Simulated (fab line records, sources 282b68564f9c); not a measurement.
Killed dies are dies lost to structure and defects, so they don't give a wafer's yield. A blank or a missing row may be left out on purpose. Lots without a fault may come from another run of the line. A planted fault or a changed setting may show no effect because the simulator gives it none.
fab line records | flow rit_cmos
record lots=15 wafers=45 last_day=8
route steps=202 shown PSD@150
lots that met no fault: from a run of the same line without faults
start_h: hours from the record's first day to the start of the lot's first wafer shown | wait_h: hours since the lot's step before | " the same as in the row above | L1.1+2: a row that stands for several wafers | - no value, or no start given | * or withheld: withheld | < > ~ a bound
route shown NAME@n: a module of which the file shows steps, and the number in the route of the first | usual: mean/standard deviation of fault-free wafers | same: alike in all rows | chamber/n: place in a boat | sites: the reading at each site | _std_site: their standard deviation | _edge_site: outer sites' mean less inner sites' | radius_mm: how far each site lies from the wafer's centre | mask NAME#n: copy n | behind: the tool/chamber that last shaped the wafer | hold: why the lot was held/for how many hours/how that ended | device: the transistor (n, p or np) that didn't switch | end of line: the same wafers' tests at the end of the route | a step without rows: its recipe alone | killed: dies lost to structure and defects at the first sort, not the wafer's yield | map: a wafer's dies, x killed, . not, _ none there
set.NAME: the setting as run; set.NAME@STEP: as run at that earlier step | model.NAME: the simulator's own value behind a step, which no gauge read
steps of the route over a sample of lots; a table a step, a row a wafer
services: from which hour (start_h, from the record's first day; less than 0 if before it) a tool's chamber was out of use, for how many hours, and why
## steps
# step RIT_PSD_IMPLANT_08
# recipe species=BF2 energy_kev=27 dose_cm2=5e+15 tilt_deg=7
# same implant_ion_amu=49
# columns lot.wafer tool chamber start_h wait_h
L344.3+5+6 implanter-01 0 53.58 0.1
L345.2+4+6 implanter-01 0 58.47 0.1
L346.3+5+6 implanter-03 0 60.54 0.1
L347.3+4+6 implanter-01 0 72.04 0.1
L348.1+2+3 implanter-04 0 78.00 0.1
L349.2+3+6 implanter-01 0 85.51 0.1
L351.2+3+6 implanter-04 0 93.02 0.1
L352.1+4+5 implanter-04 0 100.36 0.1
L355.3+5+6 implanter-04 0 114.55 0.1
L362.4+5+6 implanter-01 0 143.85 0.1
L363.3+4+6 implanter-01 0 150.08 0.1
L364.1+2+4 implanter-04 0 158.26 0.1
L365.1+2+3 implanter-01 0 162.62 0.1
L366.1+5+6 implanter-04 0 168.56 0.1
L367.1+2+6 implanter-04 0 180.62 0.1
# step RIT_PSD_TW_MEAS_10
# usual PSD_TW=3420/15
# columns lot.wafer tool chamber start_h wait_h PSD_TW
L344.3 film_metro-03 - 53.87 0.1 3437
L344.5 " - " " 3431
L344.6 " - " " 3400
L345.2 film_metro-02 - 58.78 0.1 3404
L345.4 " - " " 3394
L345.6 " - " " 3407
L346.3 film_metro-02 - 60.83 0.1 3417
L346.5 " - " " 3420
L346.6 " - " " 3429
L347.3 film_metro-04 - 72.33 0.1 3458
L347.4 " - " " 3428
L347.6 " - " " 3425
L348.1 film_metro-02 - 78.32 0.1 3411
L348.2 " - " " 3429
L348.3 " - " " 3419
L349.2 film_metro-04 - 85.82 0.1 3423
L349.3 " - " " 3438
L349.6 " - " " 3431
L351.2 film_metro-02 - 93.33 0.1 3412
L351.3 " - " " 3409
L351.6 " - " " 3410
L352.1 film_metro-03 - 100.69 0.1 3453
L352.4 " - " " 3436
L352.5 " - " " 3436
L355.3 film_metro-02 - 114.85 0.1 3402
L355.5 " - " " 3402
L355.6 " - " " 3424
L362.4 film_metro-04 - 144.13 0.1 3382
L362.5 " - " " 3372
L362.6 " - " " 3380
L363.3 film_metro-04 - 150.38 0.1 3381
L363.4 " - " " 3372
L363.6 " - " " 3370
L364.1 film_metro-03 - 158.58 0.1 3409
L364.2 " - " " 3401
L364.4 " - " " 3406
L365.1 film_metro-02 - 162.95 0.1 3374
L365.2 " - " " 3387
L365.3 " - " " 3365
L366.1 film_metro-02 - 168.88 0.1 3415
L366.5 " - " " 3433
L366.6 " - " " 3449
L367.1 film_metro-02 - 180.94 0.1 3421
L367.2 " - " " 3422
L367.6 " - " " 3418
# step RIT_SDANNEAL_RS_MEAS_04
# recipe thk_meas_gauge=four-point-probe
# usual PSD_RS=115.85/0.29
# columns lot.wafer tool chamber start_h wait_h PSD_RS[ohm/sq]
L344.3 film_metro-02 - 54.39 0.1 116.08
L344.5 " - " " 115.76
L344.6 " - " " 115.98
L345.2 film_metro-02 - 59.29 0.1 115.59
L345.4 " - " " 115.82
L345.6 " - " " 115.81
L346.3 film_metro-03 - 61.37 0.1 116.08
L346.5 " - " " 116.19
L346.6 " - " " 115.84
L347.3 film_metro-02 - 72.84 0.1 115.98
L347.4 " - " " 115.71
L347.6 " - " " 116.16
L348.1 film_metro-03 - 78.81 0.0 116.54
L348.2 " - " " 116.30
L348.3 " - " " 116.43
L349.2 film_metro-02 - 86.32 0.1 115.67
L349.3 " - " " 115.57
L349.6 " - " " 115.55
L351.2 film_metro-02 - 93.82 0.1 115.37
L351.3 " - " " 115.42
L351.6 " - " " 115.56
L352.1 film_metro-03 - 101.29 0.2 115.76
L352.4 " - " " 116.34
L352.5 " - " " 115.71
L355.3 film_metro-03 - 115.36 0.1 115.41
L355.5 " - " " 115.56
L355.6 " - " " 115.59
L362.4 film_metro-03 - 144.66 0.1 117.36
L362.5 " - " " 117.64
L362.6 " - " " 117.09
L363.3 film_metro-02 - 150.89 0.1 117.51
L363.4 " - " " 117.37
L363.6 " - " " 117.27
L364.1 film_metro-02 - 159.08 0.0 116.07
L364.2 " - " " 116.06
L364.4 " - " " 115.90
L365.1 film_metro-04 - 163.43 0.0 117.23
L365.2 " - " " 117.78
L365.3 " - " " 117.71
L366.1 film_metro-03 - 169.37 0.0 115.92
L366.5 " - " " 115.52
L366.6 " - " " 115.66
L367.1 film_metro-04 - 181.43 0.0 116.06
L367.2 " - " " 116.02
L367.6 " - " " 116.13
## services
# columns tool chamber start_h hours kind
implanter-01 - 50.30 0.6 repair
implanter-03 - 75.07 5.0 pm
implanter-01 - 94.74 4.1 pm
implanter-04 - 139.13 3.6 pm
## key
first_sign step=RIT_PSD_TW_MEAS_10 reading=PSD_TW direction=down sigmas=2.9 usual=3420 struck=3376
effect step=RIT_SDANNEAL_RS_MEAS_04 reading=PSD_RS direction=up sigmas=5.5 usual=115.85 struck=117.44
met_at RIT_PSD_IMPLANT_08
struck_lots L362,L363,L365
tester_left_out L362,L363,L365
onset_between 85.51 143.85
fault kind=process_parameter_drift tool=implanter-01 chamber=- onset_h=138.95 steps=RIT_PSD_IMPLANT_08 channel=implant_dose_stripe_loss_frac offset=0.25 shape=step end_h=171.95
# tester_left_out: of these lots the tester's yield and bins aren't shown, on N5 and GAA mostly nor the transistor test; their killed dies are dies lost to structure and defects alone, not to doping, threshold or leakage, so they don't give the yield
